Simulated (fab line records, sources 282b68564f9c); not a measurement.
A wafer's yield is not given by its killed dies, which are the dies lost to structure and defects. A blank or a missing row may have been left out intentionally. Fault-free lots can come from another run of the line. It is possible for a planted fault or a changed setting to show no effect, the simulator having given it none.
Problem report, 8D (eight disciplines) form, completed by code | flow rit-cmos | the parts of the form that need people (team, actions taken, sign-off) are left out

== 1. PROBLEM STATEMENT ==
Wafers free of any fault read 115.79 ohm/sq (standard deviation 0.26) for PSD_RS at RIT_SDANNEAL_RS_MEAS_04, against a mean of 117.94 ohm/sq on 6 wafers of 2 lots. Measured from the usual mean, that is +8.2 standard deviations.
The step: measures by four-point-probe.
First observed at day 6 15:26: wafer L131.1, on film-metro-01. The record holds 42 wafers of 14 lots with a number at this step. Rule for "out", or "out of limits": more than 4 standard deviations from the usual mean. All remaining wafers that have a number are taken as sound.

== 2. WHAT IT IS; WHAT IT IS NOT ==
question                    | is                           | is not
which readings at this step | PSD_RS                       | -
which lots                  | L131, L132                   | L117, L118, L119, L120, L121, L122, L123, L125, L133, L134, L139, L140
which wafers of those lots  | all that have a number       | -
read on which gauges        | film-metro-01, film-metro-03 | film-metro-02
when                        | from day 6 15:26             | up to then (24 sound wafers); but 12 sound wafers of L133, L134, L139, L140 came after

== 3. WHAT RULES OUT EACH SUSPECT ==
Counting: a tool at a process step up to the reading stays a suspect if it ran every lot that is out and no sound lot after the first of them.
- the gauge at RIT_SDANNEAL_RS_MEAS_04 is ruled out. The wafers that are out were read on 2 gauges (film-metro-01, film-metro-03).
- implanter-01 at RIT_PSD_IMPLANT_08: kept. It processed each lot that is out, first L131 at day 6 14:36, and no sound lot thereafter; up to then, the last sound lot it processed was L121 at day 4 20:16. On those wafers its own readings are out: dose-ions-cm2.
After counting, what remains is implanter-01 at RIT_PSD_IMPLANT_08.

== 4. THE CAUSE (what the simulator had put in) ==
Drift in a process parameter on implanter-01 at RIT_PSD_IMPLANT_08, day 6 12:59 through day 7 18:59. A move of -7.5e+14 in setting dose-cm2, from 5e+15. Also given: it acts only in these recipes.
Only this tool survived the counting.

== 5. SEQUENCE OF EFFECTS, ordered by route ==
One row per reading whose mean, taken over the struck wafers that have a number, lies over 3 standard deviations from the usual. Only readings whose record carries a usual standard deviation are examined. hours: median over the lots of the time between each lot's start at the first step of this table that gives one and its start at this step. sigmas: the change, counted in usual standard deviations.
hours | step                    | reading       | usual         | on struck wafers | change | sigmas
0     | RIT_PSD_IMPLANT_08      | dose-ions-cm2 | 5e+15         | 4e+15            | -7e+14 | -99 or more
1     | RIT_SDANNEAL_RS_MEAS_04 | PSD_RS        | 115.79 ohm/sq | 117.94           | +2.14  | +8.2
It contains these process steps:
- RIT_PSD_IMPLANT_08

== 6. HOW IT WOULD HAVE BEEN CAUGHT EARLIER ==
In this record the first reading out of limits at a measuring or inspecting step was taken at day 6 15:26, 2 hours after the fault began at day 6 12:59.
The tool's own readings at RIT_PSD_IMPLANT_08 were out on every struck wafer that the step has a row for (dose-ions-cm2): an alarm limit on them would have fired on the first of those.
All the lots that are out (2) had begun RIT_PSD_IMPLANT_08 on implanter-01 by day 6 15:26. None of them would have been spared by holding the tool at that moment.
